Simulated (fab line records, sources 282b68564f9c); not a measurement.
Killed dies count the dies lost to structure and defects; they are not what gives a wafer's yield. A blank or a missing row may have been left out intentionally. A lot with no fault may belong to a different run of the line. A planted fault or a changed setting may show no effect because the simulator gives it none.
A lot that was struck, set against a sound lot    flow rit-cmos    43 out of 202 route steps
Sound: the wafers L168.2, L168.3, L168.5. Struck: wafers L179.1, L179.2, L179.6. The cause comes at the end.
Each step with rows lists, per side, the tool, then ch with its chambers, then its first start. Under that, the readings that differ: sound wafers    struck wafers    difference of the means    sigmas: that difference in standard deviations of wafers without a fault.
alike: a reading whose means differ by less than 2 such deviations, as well as words and numbers matching on both sides. not compared: withheld readings; readings where some wafer has no value; bounds like >300 that might hide an equal value; numbers whose values overlap and for which the record gives no deviation.
The two part at a step that has a row with sigmas, a row that says differs or no value, or rows on one side only. Numbers that have no deviation but don't overlap get no sigmas and don't part them. A reading that every wafer of one side lacks parts them only if that side has two wafers or more.

RIT_NRETRO_TW_MEAS_10:
  sound: film-metro-01 at day 3 14:15; struck: film-metro-03 at day 5 19:57
reading    sound           struck          difference  sigmas
NRETRO_TW  1056 1059 1061  1048 1045 1047  -12         -2
then, 6 steps without rows for these wafers: RIT_PRETRO_HMDS_00 (prime time 60 s); RIT_PRETRO_COAT_01 (resist thk 1300 nm); RIT_PRETRO_SOFTBAKE_02 (time 60 s); RIT_PRETRO_EXPOSE_03 (exposes mask M5, target cd 43700 nm); RIT_PRETRO_PEB_04; RIT_PRETRO_DEVELOP_05 (develop time 68 s).
RIT_PRETRO_OVL_MEAS_06:
  sound: overlay-02 at day 3 15:19; struck: overlay-02 at day 5 21:01
reading          sound        struck          difference  sigmas
PRETRO_OVL (nm)  2.6 2.2 0.8  -2.3 -0.7 -0.8  -3.1        -2
then, 2 steps without rows for these wafers: RIT_PRETRO_HARDBAKE_07 (time 120 s); RIT_PRETRO_IMPLANT_08.
RIT_PRETRO_STRIP_09: strips in O2, time 180 s.
  sound on plasma-asher-01 ch 1, day 3 15:44; struck on plasma-asher-04 ch 0,1, day 5 21:27
reading              sound        struck       difference  sigmas
rf-refl-power-W (W)  5.8 6.0 5.6  7.2 7.7 8.2  +1.9        +3
  alike: drypump-motor-current-A, o2-flow-sccm
  not compared: rf-hours-counter-h
RIT_PRETRO_TW_MEAS_10:
  sound: film-metro-02 at day 3 15:55; struck: film-metro-02 at day 5 21:38
  alike: PRETRO_TW
RIT_GATE_WET_ETCH_00: etches SiO2 in BOE, target depth 56 nm, time 60 s.
  sound on wet-bench-01 ch 2, day 3 15:58; struck on wet-bench-04 ch 1, day 5 21:41
then, 4 steps without rows for these wafers: RIT_GATE_CLEAN_01 (cleans in SC1, time 600 s); RIT_GATE_CLEAN_02 (cleans in dHF, time 30 s); RIT_GATE_CLEAN_03 (cleans in SC2, time 600 s); RIT_GATE_CLEAN_04 (cleans in dHF, time 60 s).
RIT_FOX2_THK_MEAS_91:
  sound: film-metro-04 at day 3 16:24; struck: film-metro-03 at day 5 22:08
reading                      sound        struck       difference  sigmas
FIELD_OXIDE_LEFT_2_THK (nm)  235 238 229  252 251 256  +19         +3
then, 2 steps without rows for these wafers: RIT_GATE_OXIDATION_05 (target thk 3 nm, ox time 270 s); RIT_GATE_ANNEAL_06 (time 600 s).
RIT_GATE_THK_MEAS_07:
  sound: film-metro-04 at day 3 17:47; struck: film-metro-02 at day 6 00:04
  alike: GATE_OXIDE_THK
then, 1 step without rows for these wafers: RIT_GATE_CVD_08 (deposits poly-Si from SiH4, target thk 250 nm, time 2220 s).
RIT_GATE_THK_MEAS_09:
  sound: film-metro-03 at day 3 20:16; struck: film-metro-02 at day 6 01:44
  alike: GATE_POLY_THK
then, 6 steps without rows for these wafers: RIT_GATE_HMDS_10 (prime time 60 s); RIT_GATE_COAT_11 (resist thk 850 nm); RIT_GATE_SOFTBAKE_12 (time 60 s); RIT_GATE_EXPOSE_13 (exposes mask M6, target cd 150 nm); RIT_GATE_PEB_14; RIT_GATE_DEVELOP_15 (develop time 50 s).
RIT_GATE_CD_MEAS_16: target cd 150 nm.
  sound: cd-sem-02 at day 3 21:22; struck: cd-sem-02 at day 6 02:47
  alike: cd-nm
RIT_GATE_OVL_MEAS_17:
  sound: overlay-02 at day 3 21:29; struck: overlay-01 at day 6 02:54
  alike: GATE_OVL
then, 1 step without rows for these wafers: RIT_GATE_HARDBAKE_18 (time 60 s).
RIT_GATE_ETCH_19: etches poly-Si in SF6/CHF3/O2, stops on SiO2, time 165 s, target depth 312.5 nm.
  sound on rie-si-01 ch 0,2, day 3 21:40; struck on rie-si-02 ch 0,1,3, day 6 03:05
reading                 sound              struck             difference  sigmas
throttle-valve-pct (%)  10.09 10.23 10.09  10.24 10.44 10.49  +0.25       +2
  alike: drypump-motor-current-A, oes-product-au, rf-fwd-power-W
  not compared: rf-hours-counter-h
RIT_GATE_STRIP_20: strips in O2, time 180 s.
  sound on plasma-asher-04 ch 1, day 3 21:46; struck on plasma-asher-04 ch 0,1, day 6 03:12
  alike: drypump-motor-current-A, o2-flow-sccm, rf-refl-power-W
  not compared: rf-hours-counter-h
RIT_GATE_CD_MEAS_90: target cd 150 nm.
  sound: cd-sem-02 at day 3 21:58; struck: cd-sem-01 at day 6 03:22
  alike: cd-nm
then, 4 steps without rows for these wafers: RIT_REOX_CLEAN_00 (cleans in SC1, time 600 s); RIT_REOX_CLEAN_01 (cleans in dHF, time 30 s); RIT_REOX_CLEAN_02 (cleans in SC2, time 600 s); RIT_REOX_OXIDATION_03 (target thk 25.2 nm, ox time 5580 s).
RIT_REOX_THK_MEAS_04:
  sound: film-metro-01 at day 4 00:59; struck: film-metro-01 at day 6 06:26
  alike: REOX_OXIDE_THK
then, 2 steps without rows for these wafers: RIT_NLDD_HMDS_00 (prime time 60 s); RIT_NLDD_COAT_01 (resist thk 1000 nm).
RIT_M1_PROBE_99:
  record: rows for the struck wafers here (prober-01, day 6 23:37), none for the sound ones

## WHERE THEY PART
At RIT_NRETRO_TW_MEAS_10 first; at RIT_M1_PROBE_99 last (within this record only).

WHY: what the simulator had put in
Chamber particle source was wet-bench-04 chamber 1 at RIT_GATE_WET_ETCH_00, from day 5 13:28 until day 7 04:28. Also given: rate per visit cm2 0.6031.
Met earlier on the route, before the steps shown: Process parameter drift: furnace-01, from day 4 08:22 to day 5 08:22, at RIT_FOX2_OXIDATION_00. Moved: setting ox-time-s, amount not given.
